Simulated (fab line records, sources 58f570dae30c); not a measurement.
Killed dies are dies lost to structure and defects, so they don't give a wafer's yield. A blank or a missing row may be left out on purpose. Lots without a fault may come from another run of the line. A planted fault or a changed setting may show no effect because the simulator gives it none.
fab line records | flow berkeley_cmos170 | part 1 of 2: steps 1 to 25 of 36
record lots=5 wafers=15 last_day=13
route steps=331 shown PSD@180 NSD@187 BACKSIDE@199 SDANNEAL@204 PLDD@208 NLDD@209 SILICIDE@210
lots that met no fault: from a run of the same line without faults
start_h: hours from the record's first day to the start of the lot's first wafer shown | wait_h: hours since the lot's step before | " the same as in the row above | L1.1+2: a row that stands for several wafers | - no value, or no start given | * or withheld: withheld | < > ~ a bound
route shown NAME@n: a module of which the file shows steps, and the number in the route of the first | usual: mean/standard deviation of fault-free wafers | same: alike in all rows | chamber/n: place in a boat | sites: the reading at each site | _std_site: their standard deviation | _edge_site: outer sites' mean less inner sites' | radius_mm: how far each site lies from the wafer's centre | mask NAME#n: copy n | behind: the tool/chamber that last shaped the wafer | hold: why the lot was held/for how many hours/how that ended | device: the transistor (n, p or np) that didn't switch | end of line: the same wafers' tests at the end of the route | a step without rows: its recipe alone | killed: dies lost to structure and defects at the first sort, not the wafer's yield | map: a wafer's dies, x killed, . not, _ none there
set.NAME: the setting as run; set.NAME@STEP: as run at that earlier step | model.NAME: the simulator's own value behind a step, which no gauge read
lots at some steps of the route; a table a step, a row a wafer
services: from which hour (start_h, from the record's first day; less than 0 if before it) a tool's chamber was out of use, for how many hours, and why
## steps
# step UCB170_PSD_DEVELOP_05
# recipe developer=TMAH develop_time_s=45 resist=KrF dev_temp_c=21
# usual resist_line_temp_C=23.01/0.11
# same develop_time_s=45
# columns lot.wafer tool chamber start_h wait_h resist_line_temp_C
L076.1 litho_track-02 0 - - 23.25
L076.4 " 0 " " 23.20
L076.6 " 0 " " 23.20
L080.1 litho_track-02 0 - - 22.91
L080.3 " 0 " " 23.08
L080.6 " 0 " " 23.06
L081.1 litho_track-02 0 - - 22.94
L081.2 " 0 " " 23.12
L081.3 " 0 " " 23.03
L092.1 litho_track-03 0 - - 23.13
L092.3 " 0 " " 23.11
L092.6 " 0 " " 23.01
L094.2 litho_track-03 0 - - 22.97
L094.3 " 0 " " 23.10
L094.6 " 0 " " 22.99
# step UCB170_PSD_CD_MEAS_06
# recipe target_cd_nm=1200
# usual cd_nm=1200.2/1.2
# columns lot.wafer tool chamber start_h wait_h cd_nm
L076.1 cd_sem-01 - 183.77 - 1199.7
L076.4 " - " " 1199.8
L076.6 " - " " 1199.0
L080.1 cd_sem-02 - 202.14 - 1199.2
L080.3 " - " " 1198.9
L080.6 " - " " 1199.7
L081.1 cd_sem-02 - 208.11 - 1199.4
L081.2 " - " " 1198.6
L081.3 " - " " 1201.0
L092.1 cd_sem-02 - 241.02 - 1201.1
L092.3 " - " " 1200.0
L092.6 " - " " 1199.2
L094.2 cd_sem-02 - 273.08 - 1202.0
L094.3 " - " " 1202.1
L094.6 " - " " 1200.1
# step UCB170_PSD_OVL_MEAS_07
# usual PSD_OVL=-1/5.9
# columns lot.wafer tool chamber start_h wait_h PSD_OVL[nm]
L076.1 overlay-02 - 183.89 0.1 -1
L076.4 " - " " 8
L076.6 " - " " 5
L080.1 overlay-02 - 202.26 0.1 3
L080.3 " - " " 8
L080.6 " - " " 5
L081.1 overlay-01 - 208.23 0.1 -1
L081.2 " - " " -4
L081.3 " - " " -5
L092.1 overlay-02 - 241.14 0.1 -22
L092.3 " - " " -19
L092.6 " - " " -15
L094.2 overlay-02 - 273.18 0.1 4
L094.3 " - " " 4
L094.6 " - " " 1
# step UCB170_PSD_IMPLANT_08
# recipe species=B dose_cm2=3e+15 energy_kev=20 tilt_deg=7
# usual faraday_current_uA=9263/170 tilt_deg=6.999/0.022
# columns lot.wafer tool chamber start_h wait_h faraday_current_uA tilt_deg
L076.1 implanter-02 0 183.92 0.0 8886 6.985
L076.4 " 0 " " 9248 6.999
L076.6 " 0 " " 9440 6.982
L080.1 implanter-02 0 202.30 0.0 9291 6.980
L080.3 " 0 " " 9301 7.006
L080.6 " 0 " " 9516 6.982
L081.1 implanter-03 0 208.27 0.0 9259 6.959
L081.2 " 0 " " 9230 7.014
L081.3 " 0 " " 9168 7.001
L092.1 implanter-01 0 241.18 0.0 9510 7.010
L092.3 " 0 " " 9205 6.997
L092.6 " 0 " " 9325 7.013
L094.2 implanter-01 0 273.24 0.0 9299 6.995
L094.3 " 0 " " 9212 6.986
L094.6 " 0 " " 8902 7.035
# step UCB170_PSD_STRIP_09
# recipe chemistry=O2 power_w=400 pressure_mtorr=3500 platen_temp_c=withheld o2_flow_sccm=400 overash_fraction=0.5
# usual drypump_motor_current_A=5.5/0.49 oes_product_au=0.600/0.0046 strip_time_to_endpoint_s=29.38/0.089
# columns lot.wafer tool chamber start_h wait_h drypump_motor_current_A oes_product_au rf_hours_counter_h strip_time_to_endpoint_s
L076.1 plasma_asher-02 1 184.07 0.1 5.6 0.604 41 29.25
L076.4 " 1 " " 5.6 0.595 - 29.27
L076.6 " 1 " " 5.6 0.600 - 29.32
L080.1 plasma_asher-04 0 202.45 0.1 5.1 0.598 9 29.36
L080.3 " 0 " " 5.1 0.607 - 29.40
L080.6 " 0 " " 5.2 0.600 - 29.39
L081.1 plasma_asher-04 1 208.42 0.1 5.8 0.595 9 29.47
L081.2 " 0 " " 5.2 0.588 9 29.45
L081.3 " 0 " " 5.2 0.605 - 29.43
L092.1 plasma_asher-04 1 241.33 0.1 5.8 0.601 14 29.42
L092.3 " 0 " " 5.2 0.597 - 29.35
L092.6 " 1 " " 5.8 0.590 - 29.41
L094.2 plasma_asher-03 1 273.36 0.1 5.4 0.601 57 29.42
L094.3 " 0 " " 6.6 0.603 - 29.38
L094.6 " 1 " " 5.4 0.596 - 29.35
# step UCB170_PSD_TW_MEAS_10
# usual PSD_TW=2323/26
# columns lot.wafer tool chamber start_h wait_h PSD_TW
L076.1 film_metro-01 - 184.17 0.1 2312
L076.4 " - " " 2329
L076.6 " - " " 2321
L080.1 film_metro-01 - 202.55 0.1 2307
L080.3 " - " " 2312
L080.6 " - " " 2311
L081.1 film_metro-01 - 208.52 0.1 2310
L081.2 " - " " 2312
L081.3 " - " " 2298
L092.1 film_metro-02 - 241.43 0.1 2354
L092.3 " - " " 2340
L092.6 " - " " 2345
L094.2 film_metro-01 - 273.47 0.1 2310
L094.3 " - " " 2307
L094.6 " - " " 2297
# step UCB170_PSD_CLEAN_11
# recipe chemistry=SPM temp_c=120 time_s=600
# columns lot.wafer tool chamber start_h wait_h
L076.1+4+6 wet_bench-03 0 184.23 0.1
L080.1+3+6 wet_bench-02 1 205.02 2.5
L081.1+2+3 wet_bench-03 0 208.58 0.1
L092.1+3+6 wet_bench-03 3 241.49 0.1
L094.2+3+6 wet_bench-01 1 273.56 0.1
# step UCB170_NSD_HMDS_00
# recipe prime_time_s=60 prime_temp_c=100
# usual prime_temp_c=100.01/0.13 resist_line_temp_C=23.02/0.11
# same prime_time_s=60
# columns lot.wafer tool chamber start_h wait_h prime_temp_c resist_line_temp_C
L076.1 litho_track-01 0 184.41 0.0 100.03 23.07
L076.4 " 0 " " 100.04 23.02
L076.6 " 0 " " 99.86 23.12
L080.1 litho_track-02 0 205.84 0.6 100.02 23.07
L080.3 " 0 " " 99.98 23.12
L080.6 " 0 " " 99.89 23.09
L081.1 litho_track-02 0 209.29 0.5 99.96 22.97
L081.2 " 0 " " 99.95 22.95
L081.3 " 0 " " 99.94 23.06
L092.1 litho_track-03 0 242.47 0.8 99.85 22.94
L092.3 " 0 " " 99.96 22.80
L092.6 " 0 " " 100.20 22.85
L094.2 litho_track-02 0 273.76 0.0 100.17 23.13
L094.3 " 0 " " 99.99 23.19
L094.6 " 0 " " 99.99 23.10
# step UCB170_NSD_COAT_01
# recipe resist=KrF spin_rpm=1500 resist_thk_nm=900
# usual dispense_pressure_kPa=50.4/2.9 resist_line_temp_C=22.99/0.093
# columns lot.wafer tool chamber start_h wait_h dispense_pressure_kPa resist_line_temp_C
L076.1 litho_track-01 0 184.56 0.1 54.8 22.98
L076.4 " 0 " " 54.7 22.83
L076.6 " 0 " " 54.7 22.95
L080.1 litho_track-02 0 205.99 0.1 47.6 22.90
L080.3 " 0 " " 47.6 22.92
L080.6 " 0 " " 47.6 22.98
L081.1 litho_track-02 0 209.44 0.1 47.6 23.10
L081.2 " 0 " " 47.6 23.10
L081.3 " 0 " " 47.6 23.01
L092.1 litho_track-03 0 242.62 0.1 49.7 22.84
L092.3 " 0 " " 49.8 23.03
L092.6 " 0 " " 49.6 22.96
L094.2 litho_track-02 0 273.91 0.1 47.6 23.00
L094.3 " 0 " " 47.6 22.94
L094.6 " 0 " " 47.6 23.10
# step UCB170_NSD_SOFTBAKE_02
# recipe resist=KrF temp_c=130 time_s=60
# usual resist_line_temp_C=22.99/0.11
# columns lot.wafer tool chamber start_h wait_h resist_line_temp_C
L076.1 litho_track-01 0 184.71 0.1 23.01
L076.4 " 0 " " 22.84
L076.6 " 0 " " 23.01
L080.1 litho_track-02 0 206.14 0.1 22.90
L080.3 " 0 " " 23.03
L080.6 " 0 " " 23.02
L081.1 litho_track-02 0 209.59 0.1 23.01
L081.2 " 0 " " 23.07
L081.3 " 0 " " 23.04
L092.1 litho_track-03 0 242.77 0.1 22.87
L092.3 " 0 " " 22.90
L092.6 " 0 " " 22.81
L094.2 litho_track-02 0 274.06 0.1 23.05
L094.3 " 0 " " 22.99
L094.6 " 0 " " 23.03
# step UCB170_NSD_EXPOSE_03
# recipe mask_id=NSELECT_MOD na=0.5 sigma_outer=0.6 source_shape=conventional target_cd_nm=1200 dose_mj=30
# usual reticle_temp_C=23.00/0.11
# columns lot.wafer tool chamber start_h wait_h mask reticle_temp_C
L076.1 krf_scanner-02 0 184.98 0.2 NSELECT_MOD#0 22.91
L076.4 " 0 " " NSELECT_MOD#0 23.06
L076.6 " 0 " " NSELECT_MOD#0 23.12
L080.1 krf_scanner-01 0 - - NSELECT_MOD#0 22.95
L080.3 " 0 " " NSELECT_MOD#0 23.08
L080.6 " 0 " " NSELECT_MOD#0 23.10
L081.1 krf_scanner-01 0 209.89 0.3 NSELECT_MOD#0 23.02
L081.2 " 0 " " NSELECT_MOD#0 23.05
L081.3 " 0 " " NSELECT_MOD#0 23.01
L092.1 krf_scanner-02 0 243.09 0.3 NSELECT_MOD#0 22.92
L092.3 " 0 " " NSELECT_MOD#0 23.04
L092.6 " 0 " " NSELECT_MOD#0 22.98
L094.2 krf_scanner-01 0 274.40 0.3 NSELECT_MOD#0 22.90
L094.3 " 0 " " NSELECT_MOD#0 22.80
L094.6 " 0 " " NSELECT_MOD#0 22.79
# step UCB170_NSD_PEB_04
# recipe peb_temp_c=130 peb_time_s=withheld resist=KrF
# usual resist_line_temp_C=22.99/0.099
# columns lot.wafer tool chamber start_h wait_h resist_line_temp_C
L076.1 litho_track-03 0 185.10 0.1 23.06
L076.4 " 0 " " 22.91
L076.6 " 0 " " 23.03
L080.1 litho_track-01 0 - - 22.77
L080.3 " 0 " " 22.96
L080.6 " 0 " " 23.02
L081.1 litho_track-01 0 210.65 0.7 22.90
L081.2 " 0 " " 22.88
L081.3 " 0 " " 22.88
L092.1 litho_track-02 0 243.67 0.6 23.06
L092.3 " 0 " " 23.09
L092.6 " 0 " " 22.98
L094.2 litho_track-02 0 274.55 0.1 22.96
L094.3 " 0 " " 23.04
L094.6 " 0 " " 22.90
# step UCB170_NSD_DEVELOP_05
# recipe developer=TMAH develop_time_s=45 resist=KrF dev_temp_c=21
# usual resist_line_temp_C=22.99/0.094
# same develop_time_s=45
# columns lot.wafer tool chamber start_h wait_h resist_line_temp_C
L076.1 litho_track-03 0 - - 23.19
L076.4 " 0 " " 23.21
L076.6 " 0 " " 23.18
L080.1 litho_track-01 0 - - 23.09
L080.3 " 0 " " 23.17
L080.6 " 0 " " 22.97
L081.1 litho_track-01 0 - - 22.92
L081.2 " 0 " " 22.88
L081.3 " 0 " " 23.04
L092.1 litho_track-02 0 - - 23.06
L092.3 " 0 " " 23.09
L092.6 " 0 " " 23.18
L094.2 litho_track-02 0 - - 23.03
L094.3 " 0 " " 23.03
L094.6 " 0 " " 23.00
# step UCB170_NSD_CD_MEAS_06
# recipe target_cd_nm=1200
# usual cd_nm=1200.2/1.4
# columns lot.wafer tool chamber start_h wait_h cd_nm
L076.1 cd_sem-01 - 185.37 - 1199.1
L076.4 " - " " 1200.6
L076.6 " - " " 1199.2
L080.1 cd_sem-01 - 208.20 - 1200.7
L080.3 " - " " 1199.5
L080.6 " - " " 1200.4
L081.1 cd_sem-02 - 210.93 - 1199.6
L081.2 " - " " 1199.7
L081.3 " - " " 1200.1
L092.1 cd_sem-02 - 244.00 - 1200.2
L092.3 " - " " 1199.7
L092.6 " - " " 1201.2
L094.2 cd_sem-02 - 274.82 - 1200.7
L094.3 " - " " 1202.3
L094.6 " - " " 1202.2
# step UCB170_NSD_OVL_MEAS_07
# usual NSD_OVL=-1/4.9
# columns lot.wafer tool chamber start_h wait_h NSD_OVL[nm]
L076.1 overlay-02 - 185.49 0.1 -1
L076.4 " - " " 8
L076.6 " - " " 6
L080.1 overlay-02 - 208.32 0.1 -1
L080.3 " - " " 5
L080.6 " - " " 5
L081.1 overlay-02 - 211.05 0.1 0
L081.2 " - " " 0
L081.3 " - " " -4
L092.1 overlay-01 - 244.12 0.1 4
L092.3 " - " " 5
L092.6 " - " " -2
L094.2 overlay-02 - 274.93 0.1 0
L094.3 " - " " -4
L094.6 " - " " 2
# step UCB170_NSD_IMPLANT_08
# recipe species=P dose_cm2=3e+15 energy_kev=40 tilt_deg=7
# usual faraday_current_uA=9264/190 tilt_deg=6.998/0.017
# columns lot.wafer tool chamber start_h wait_h faraday_current_uA tilt_deg
L076.1 implanter-01 0 185.53 0.0 9522 7.006
L076.4 " 0 " " 9638 6.978
L076.6 " 0 " " 9119 6.963
L080.1 implanter-01 0 208.36 0.0 9037 6.972
L080.3 " 0 " " 9415 7.027
L080.6 " 0 " " 9097 7.027
L081.1 implanter-04 0 211.08 0.0 9453 7.010
L081.2 " 0 " " 9535 7.006
L081.3 " 0 " " 9207 7.001
L092.1 implanter-02 0 244.16 0.0 8952 6.983
L092.3 " 0 " " 9164 6.997
L092.6 " 0 " " 9159 6.991
L094.2 implanter-02 0 274.98 0.0 9365 6.998
L094.3 " 0 " " 9431 6.978
L094.6 " 0 " " 9557 7.003
# step UCB170_NSD_STRIP_09
# recipe chemistry=O2 power_w=400 pressure_mtorr=3500 platen_temp_c=withheld o2_flow_sccm=400 overash_fraction=0.5
# usual drypump_motor_current_A=5.7/0.51 oes_product_au=0.534/0.0046 strip_time_to_endpoint_s=35.82/0.079
# columns lot.wafer tool chamber start_h wait_h drypump_motor_current_A oes_product_au rf_hours_counter_h strip_time_to_endpoint_s
L076.1 plasma_asher-01 1 185.68 0.1 6.2 0.536 48 35.84
L076.4 " 0 " " 6.2 0.537 - 35.85
L076.6 " 0 " " 6.2 0.532 - 35.89
L080.1 plasma_asher-01 0 208.51 0.1 6.2 0.532 51 35.91
L080.3 " 1 " " 6.2 0.528 - 35.83
L080.6 " 0 " " 6.2 0.529 - 35.91
L081.1 plasma_asher-01 0 211.23 0.1 6.2 0.541 51 35.97
L081.2 " 1 " " 6.2 0.535 51 35.87
L081.3 " 1 " " 6.2 0.529 - 35.90
L092.1 plasma_asher-01 1 244.31 0.1 6.2 0.527 56 35.59
L092.3 " 1 " " 6.2 0.539 - 35.62
L092.6 " 1 " " 6.2 0.528 - 35.75
L094.2 plasma_asher-04 1 275.11 0.1 5.8 0.536 19 35.89
L094.3 " 0 " " 5.2 0.532 - 35.84
L094.6 " 1 " " 5.8 0.541 - 35.81
# step UCB170_NSD_TW_MEAS_10
# usual NSD_TW=4176/40
# columns lot.wafer tool chamber start_h wait_h NSD_TW
L076.1 film_metro-02 - 185.78 0.1 4215
L076.4 " - " " 4223
L076.6 " - " " 4221
L080.1 film_metro-02 - 208.61 0.1 4227
L080.3 " - " " 4220
L080.6 " - " " 4235
L081.1 film_metro-01 - 211.33 0.1 4150
L081.2 " - " " 4147
L081.3 " - " " 4129
L092.1 film_metro-01 - 244.41 0.1 4187
L092.3 " - " " 4166
L092.6 " - " " 4179
L094.2 film_metro-01 - 275.22 0.1 4123
L094.3 " - " " 4140
L094.6 " - " " 4140
# step UCB170_NSD_CLEAN_11
# recipe chemistry=SPM temp_c=120 time_s=600
# columns lot.wafer tool chamber start_h wait_h
L076.1+4+6 wet_bench-04 0 185.84 0.1
L080.1+3+6 wet_bench-04 1 208.67 0.1
L081.1+2+3 wet_bench-04 2 211.39 0.1
L092.1+3+6 wet_bench-03 3 244.47 0.1
L094.2+3+6 wet_bench-04 1 275.27 0.0
# step UCB170_BACKSIDE_HMDS_00
# recipe prime_time_s=60 prime_temp_c=100
# usual prime_temp_c=99.98/0.14 resist_line_temp_C=23.01/0.11
# same prime_time_s=60
# columns lot.wafer tool chamber start_h wait_h prime_temp_c resist_line_temp_C
L076.1 litho_track-04 0 186.02 0.0 99.94 23.03
L076.4 " 0 " " 100.02 23.15
L076.6 " 0 " " 99.93 23.04
L080.1 litho_track-01 0 209.93 1.1 99.81 22.96
L080.3 " 0 " " 99.97 23.04
L080.6 " 0 " " 99.85 22.96
L081.1 litho_track-02 0 212.54 1.0 99.84 23.00
L081.2 " 0 " " 99.99 23.17
L081.3 " 0 " " 99.74 22.91
L092.1 litho_track-02 0 244.84 0.2 99.83 23.13
L092.3 " 0 " " 99.62 22.96
L092.6 " 0 " " 99.80 23.13
L094.2 litho_track-02 0 275.47 0.0 100.18 23.07
L094.3 " 0 " " 100.12 22.99
L094.6 " 0 " " 100.04 23.11
# step UCB170_BACKSIDE_COAT_01
# recipe resist=KrF spin_rpm=1500 resist_thk_nm=900
# usual dispense_pressure_kPa=49/3.5 resist_line_temp_C=22.98/0.093
# columns lot.wafer tool chamber start_h wait_h dispense_pressure_kPa resist_line_temp_C
L076.1 litho_track-04 0 186.17 0.1 46 22.91
L076.4 " 0 " " 46 22.95
L076.6 " 0 " " 46 23.03
L080.1 litho_track-01 0 210.08 0.1 55 22.95
L080.3 " 0 " " 55 22.97
L080.6 " 0 " " 55 22.96
L081.1 litho_track-02 0 212.69 0.1 48 23.02
L081.2 " 0 " " 48 23.07
L081.3 " 0 " " 48 23.20
L092.1 litho_track-02 0 244.99 0.1 48 23.00
L092.3 " 0 " " 48 22.88
L092.6 " 0 " " 48 23.11
L094.2 litho_track-02 0 275.62 0.1 48 22.98
L094.3 " 0 " " 48 23.08
L094.6 " 0 " " 48 22.84
# step UCB170_BACKSIDE_SOFTBAKE_02
# recipe resist=KrF temp_c=130 time_s=60
# usual resist_line_temp_C=23.01/0.11
# columns lot.wafer tool chamber start_h wait_h resist_line_temp_C
L076.1 litho_track-04 0 186.32 0.1 23.07
L076.4 " 0 " " 23.30
L076.6 " 0 " " 23.04
L080.1 litho_track-01 0 210.23 0.1 22.90
L080.3 " 0 " " 22.99
L080.6 " 0 " " 23.02
L081.1 litho_track-02 0 212.84 0.1 23.02
L081.2 " 0 " " 22.99
L081.3 " 0 " " 22.87
L092.1 litho_track-02 0 245.14 0.1 23.00
L092.3 " 0 " " 22.90
L092.6 " 0 " " 22.96
L094.2 litho_track-02 0 275.77 0.1 23.02
L094.3 " 0 " " 23.01
L094.6 " 0 " " 22.95
# step UCB170_BACKSIDE_STRIP_03
# recipe chemistry=O2 power_w=400 pressure_mtorr=3500 platen_temp_c=withheld o2_flow_sccm=400 overash_fraction=0.5
# usual drypump_motor_current_A=5.8/0.5 oes_product_au=0.735/0.0043 strip_time_to_endpoint_s=21.97/0.07
# columns lot.wafer tool chamber start_h wait_h drypump_motor_current_A oes_product_au rf_hours_counter_h strip_time_to_endpoint_s
L076.1 plasma_asher-03 0 186.47 0.1 6.7 0.727 46 22.07
L076.4 " 0 " " 6.7 0.735 - 22.06
L076.6 " 0 " " 6.7 0.737 - 22.06
L080.1 plasma_asher-04 0 210.38 0.1 5.2 0.732 10 22.08
L080.3 " 0 " " 5.2 0.737 - 21.95
L080.6 " 1 " " 5.7 0.737 - 21.99
L081.1 plasma_asher-04 1 212.99 0.1 5.7 0.738 10 22.02
L081.2 " 0 " " 5.1 0.742 10 22.06
L081.3 " 1 " " 5.8 0.739 - 21.98
L092.1 plasma_asher-03 1 245.29 0.1 5.4 0.737 53 21.91
L092.3 " 1 " " 5.4 0.738 - 21.90
L092.6 " 1 " " 5.4 0.731 - 21.96
L094.2 plasma_asher-04 0 275.89 0.1 5.1 0.739 19 21.99
L094.3 " 0 " " 5.1 0.733 - 21.98
L094.6 " 0 " " 5.1 0.733 - 21.98
# step UCB170_BACKSIDE_CLEAN_04
# recipe chemistry=SPM temp_c=120 time_s=600
# columns lot.wafer tool chamber start_h wait_h
L076.1+4+6 wet_bench-04 2 186.57 0.1
L080.1+3+6 wet_bench-01 0 210.48 0.1
L081.1+2+3 wet_bench-01 2 213.09 0.1
L092.1+3+6 wet_bench-02 3 245.52 0.2
L094.2+3+6 wet_bench-01 0 275.99 0.1
# step UCB170_SDANNEAL_RTA_00
# recipe temp_c=900 time_s=10 ambient=N2
# usual lamp_power_pct=24.0/2 wafer_temp_C_max=903.6/0.73
# columns lot.wafer tool chamber start_h wait_h lamp_power_pct wafer_temp_C_max
L076.1 rtp_anneal-02 0 186.74 0.0 21.7 904.6
L076.4 " 0 " " 21.7 903.3
L076.6 " 0 " " 21.6 904.4
L080.1 rtp_anneal-01 0 210.65 0.0 25.6 903.5
L080.3 " 0 " " 25.6 903.8
L080.6 " 0 " " 25.6 903.5
L081.1 rtp_anneal-01 0 213.26 0.0 25.6 904.1
L081.2 " 0 " " 25.6 904.4
L081.3 " 0 " " 25.6 903.8
L092.1 rtp_anneal-01 0 245.69 0.0 25.6 904.8
L092.3 " 0 " " 25.6 902.9
L092.6 " 0 " " 25.6 903.0
L094.2 rtp_anneal-02 0 276.18 0.0 21.6 903.3
L094.3 " 0 " " 21.6 903.7
L094.6 " 0 " " 21.6 904.5
